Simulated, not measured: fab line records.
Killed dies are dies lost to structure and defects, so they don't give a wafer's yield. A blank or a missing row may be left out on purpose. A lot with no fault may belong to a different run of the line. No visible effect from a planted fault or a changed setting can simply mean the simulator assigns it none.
Struck lot and sound lot, side by side ; flow berkeleyCmos170 ; 14 out of 331 route steps
Sound: these wafers, L241.1, L241.2, L241.5. Struck: wafers L248.1, L248.2, L248.6. The cause comes at the end.
Order at every step that has rows: each side's tool, ch and its chambers, its first start. Under that, the readings that differ: sound wafers ; struck wafers ; difference of the means ; sigmas: that difference in standard deviations of wafers without a fault.
alike: readings whose means differ by less than 2 such deviations, and words and numbers that are the same on both sides. not compared: withheld readings, readings that some wafer has no value for, bounds like >300 that may hide the same value, and numbers for which the record gives no deviation and whose values overlap.
The two part at a step that has a row with sigmas, a row that says differs or no value, or rows on one side only. When numbers do not overlap yet have no deviation, they are printed without sigmas and do not part them. Lack of a reading on every wafer of one side parts them only where that side has two or more wafers.

first, 2 steps without rows for these wafers: UCB170_SACOX_CLEAN_00 (cleans in dHF, time 7.5 s); UCB170_SACOX_OXIDATION_01 (target thk 14.4 nm, ox time 2400 s).
UCB170_SACOX_THK_MEAS_02:
  sound on filmMetro-04 at day 5 21:44; struck on filmMetro-04 at day 7 06:21
  alike: SACOX_OXIDE_THK
then, 2 steps without rows for these wafers: UCB170_SCREENOX_WET_ETCH_00 (etches SiO2 in dHF, time 200 s); UCB170_SCREENOX_OXIDATION_01 (target thk 14.4 nm, ox time 2400 s).
UCB170_SCREENOX_THK_MEAS_02:
  sound on filmMetro-04 at day 6 02:43; struck on filmMetro-04 at day 7 09:59
  alike: SCREENOX_OXIDE_THK
then, 6 steps without rows for these wafers: UCB170_SCREENOX_ANNEAL_03 (time 900 s); UCB170_NVT_HMDS_00 (prime time 60 s); UCB170_NVT_COAT_01 (resist thk 900 nm); UCB170_NVT_SOFTBAKE_02 (time 60 s); UCB170_NVT_EXPOSE_03 (exposes mask PWELL, target cd 3000 nm); UCB170_NVT_PEB_04.
UCB170_NVT_DEVELOP_05: develop time 45 s.
  sound on lithoTrack-02 ch 0, day 6 05:00; struck on lithoTrack-03, day 7 16:00
  no value came back on the struck wafers for chillPlateTempC (C), developTimeS (s), exhaustPa (Pa); on the sound wafers chillPlateTempC (C) reads 23.02 22.95 23.17
reading;sound;struck;difference;sigmas
model.KrF_of_NVT_COAT_01.thkNm (nm);887.5 887.7 893.2;896.6 899.3 898;+8.5;
UCB170_NVT_OVL_MEAS_06:
  sound on overlay-01 at day 6 06:04; struck on overlay-02 at day 7 16:21
reading;sound;struck;difference;sigmas
NVT_OVL (nm);-3 2 -6;- - -;no value on the struck wafers;

== WHERE THEY PART ==
At UCB170_NVT_DEVELOP_05 first; at UCB170_NVT_OVL_MEAS_06 last (within this record only).

WHY: what the simulator had put in
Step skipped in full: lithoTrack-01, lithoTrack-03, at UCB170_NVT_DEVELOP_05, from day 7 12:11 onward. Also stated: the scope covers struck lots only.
